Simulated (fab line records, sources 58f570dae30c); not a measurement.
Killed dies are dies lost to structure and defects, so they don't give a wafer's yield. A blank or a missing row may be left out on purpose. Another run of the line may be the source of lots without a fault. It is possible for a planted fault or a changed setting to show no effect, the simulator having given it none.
Split-lot experiment / flow berkeley cmos170 / on a route of 331 steps: 5 lots, 23 wafers read

ON THE SPLIT
At UCB170_NLDD_COAT_01 (resist thk 900 nm), the setting resist thk nm was moved away from the recipe's 900 nm on 11 of the 23 wafers read, by -4.9% to +5.4%. For the rest of the wafers, this setting stayed at what the recipe calls for.

Reading taken at the split's own step.

THE READING
KrF_of_NLDD_COAT_01.thk nm (the simulator's own value, which no gauge read), in nm, at UCB170_NLDD_COAT_01 (resist thk 900 nm). No usual value for it is given in the file. Across the 12 wafers here that went through the recipe, the average is 901.7 nm and the standard deviation 2 nm.

wafer=L074.1; tool, chamber at the split=litho track-02, 0; resist thk nm as run, nm=941.8; against the recipe=+4.6%; KrF_of_NLDD_COAT_01.thk nm, nm=944.3; against lot-mates on the recipe=+40.1
wafer=L074.2; tool, chamber at the split=litho track-02, 0; resist thk nm as run, nm=941.8; against the recipe=+4.6%; KrF_of_NLDD_COAT_01.thk nm, nm=946.8; against lot-mates on the recipe=+42.6
wafer=L074.3; tool, chamber at the split=litho track-02, 0; resist thk nm as run, nm=900; against the recipe=recipe; KrF_of_NLDD_COAT_01.thk nm, nm=902.4; against lot-mates on the recipe=-
wafer=L074.4; tool, chamber at the split=litho track-02, 0; resist thk nm as run, nm=941.8; against the recipe=+4.6%; KrF_of_NLDD_COAT_01.thk nm, nm=946.3; against lot-mates on the recipe=+42.1
wafer=L074.6; tool, chamber at the split=litho track-02, 0; resist thk nm as run, nm=900; against the recipe=recipe; KrF_of_NLDD_COAT_01.thk nm, nm=906; against lot-mates on the recipe=-
wafer=L078.1; tool, chamber at the split=litho track-01, 0; resist thk nm as run, nm=900; against the recipe=recipe; KrF_of_NLDD_COAT_01.thk nm, nm=902.1; against lot-mates on the recipe=-
wafer=L078.2; tool, chamber at the split=litho track-01, 0; resist thk nm as run, nm=900; against the recipe=recipe; KrF_of_NLDD_COAT_01.thk nm, nm=902.8; against lot-mates on the recipe=-
wafer=L078.3; tool, chamber at the split=litho track-01, 0; resist thk nm as run, nm=855.5; against the recipe=-4.9%; KrF_of_NLDD_COAT_01.thk nm, nm=856.3; against lot-mates on the recipe=-46.2
wafer=L078.4; tool, chamber at the split=litho track-01, 0; resist thk nm as run, nm=855.5; against the recipe=-4.9%; KrF_of_NLDD_COAT_01.thk nm, nm=858.7; against lot-mates on the recipe=-43.8
wafer=L078.6; tool, chamber at the split=litho track-01, 0; resist thk nm as run, nm=900; against the recipe=recipe; KrF_of_NLDD_COAT_01.thk nm, nm=902.6; against lot-mates on the recipe=-
wafer=L079.2; tool, chamber at the split=litho track-02, 0; resist thk nm as run, nm=881.1; against the recipe=-2.1%; KrF_of_NLDD_COAT_01.thk nm, nm=876.9; against lot-mates on the recipe=-21.3
wafer=L079.3; tool, chamber at the split=litho track-02, 0; resist thk nm as run, nm=881.1; against the recipe=-2.1%; KrF_of_NLDD_COAT_01.thk nm, nm=876.8; against lot-mates on the recipe=-21.4
wafer=L079.4; tool, chamber at the split=litho track-02, 0; resist thk nm as run, nm=900; against the recipe=recipe; KrF_of_NLDD_COAT_01.thk nm, nm=897.1; against lot-mates on the recipe=-
wafer=L079.5; tool, chamber at the split=litho track-02, 0; resist thk nm as run, nm=881.1; against the recipe=-2.1%; KrF_of_NLDD_COAT_01.thk nm, nm=878.3; against lot-mates on the recipe=-19.9
wafer=L079.6; tool, chamber at the split=litho track-02, 0; resist thk nm as run, nm=900; against the recipe=recipe; KrF_of_NLDD_COAT_01.thk nm, nm=899.3; against lot-mates on the recipe=-
wafer=L083.1; tool, chamber at the split=litho track-02, 0; resist thk nm as run, nm=900; against the recipe=recipe; KrF_of_NLDD_COAT_01.thk nm, nm=902.1; against lot-mates on the recipe=-
wafer=L083.3; tool, chamber at the split=litho track-02, 0; resist thk nm as run, nm=948.2; against the recipe=+5.4%; KrF_of_NLDD_COAT_01.thk nm, nm=951.9; against lot-mates on the recipe=+50.3
wafer=L083.4; tool, chamber at the split=litho track-02, 0; resist thk nm as run, nm=948.2; against the recipe=+5.4%; KrF_of_NLDD_COAT_01.thk nm, nm=951; against lot-mates on the recipe=+49.4
wafer=L083.5; tool, chamber at the split=litho track-02, 0; resist thk nm as run, nm=900; against the recipe=recipe; KrF_of_NLDD_COAT_01.thk nm, nm=901.1; against lot-mates on the recipe=-
wafer=L083.6; tool, chamber at the split=litho track-02, 0; resist thk nm as run, nm=948.2; against the recipe=+5.4%; KrF_of_NLDD_COAT_01.thk nm, nm=950.7; against lot-mates on the recipe=+49.1
wafer=L084.2; tool, chamber at the split=litho track-01, 0; resist thk nm as run, nm=900; against the recipe=recipe; KrF_of_NLDD_COAT_01.thk nm, nm=901.9; against lot-mates on the recipe=-
wafer=L084.4; tool, chamber at the split=litho track-01, 0; resist thk nm as run, nm=900; against the recipe=recipe; KrF_of_NLDD_COAT_01.thk nm, nm=901.6; against lot-mates on the recipe=-
wafer=L084.5; tool, chamber at the split=litho track-01, 0; resist thk nm as run, nm=900; against the recipe=recipe; KrF_of_NLDD_COAT_01.thk nm, nm=901.7; against lot-mates on the recipe=-

FIT RESULTS
A straight line over all 23 wafers: KrF_of_NLDD_COAT_01.thk nm changes by +9.43 nm for each +1% of resist thk nm; r = +1.00; the points scatter about the line by 2.5 nm.
The same after taking each lot's own level away (the mean of its wafers on the recipe; 23 wafers): +9.19 nm for each +1%; r = +1.00; scatter 1.2 nm.
According to that fit, moving resist thk nm by its largest amount changes the reading by 49 nm.
Across the lots, their own levels run from 898.20 to 904.20 nm, a range of 3.0 times the standard deviation given above.
So the lot-to-lot level changes the slope little: the two slopes agree.
Check: +48.7 nm against its lot-mates is what the line predicts for one of the wafers moved furthest among these (+5.4%) when that wafer is left out of the fit. It came out at +50.3 nm against them.

OTHER SPLITS ON THESE WAFERS
Note: prior to the reading, these wafers also went through further splits. Each is held against what the fit with the lots' levels taken away leaves over:
other split on the same wafers=UCB170_START_OXIDATION_02 temp c; wafers away from the commonest value=18; r with KrF_of_NLDD_COAT_01.thk nm (lot level and that fit taken away)=-0.20
other split on the same wafers=UCB170_NWELL_IMPLANT_14 energy kev; wafers away from the commonest value=8; r with KrF_of_NLDD_COAT_01.thk nm (lot level and that fit taken away)=-0.35
other split on the same wafers=UCB170_PWELL_IMPLANT_15 energy kev; wafers away from the commonest value=6; r with KrF_of_NLDD_COAT_01.thk nm (lot level and that fit taken away)=+0.13
other split on the same wafers=UCB170_PFIELD_IMPLANT_07 dose cm2; wafers away from the commonest value=10; r with KrF_of_NLDD_COAT_01.thk nm (lot level and that fit taken away)=+0.04
other split on the same wafers=UCB170_FIELD_OXIDATION_01 temp c; wafers away from the commonest value=15; r with KrF_of_NLDD_COAT_01.thk nm (lot level and that fit taken away)=+0.16
other split on the same wafers=UCB170_PVT_HMDS_00 prime temp c; wafers away from the commonest value=10; r with KrF_of_NLDD_COAT_01.thk nm (lot level and that fit taken away)=+0.19

THE WHOLE CHAIN: every reading that the file lists as answering this split, in the file's order
step=UCB170_NLDD_COAT_01; what it does=resist thk 900 nm; reading=KrF_of_NLDD_COAT_01.thk nm (the simulator's own value, which no gauge read); change (the file's fit)=+9.17 nm for each +1% of the setting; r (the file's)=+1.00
step=UCB170_NLDD_STRIP_10; what it does=strips in O2; reading=strip time to endpoint s; change (the file's fit)=withheld for each +1% of the setting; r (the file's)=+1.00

FILE'S OWN FIT
KrF_of_NLDD_COAT_01.thk nm changes by +9.17 nm for each +1% of resist thk nm, r = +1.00.
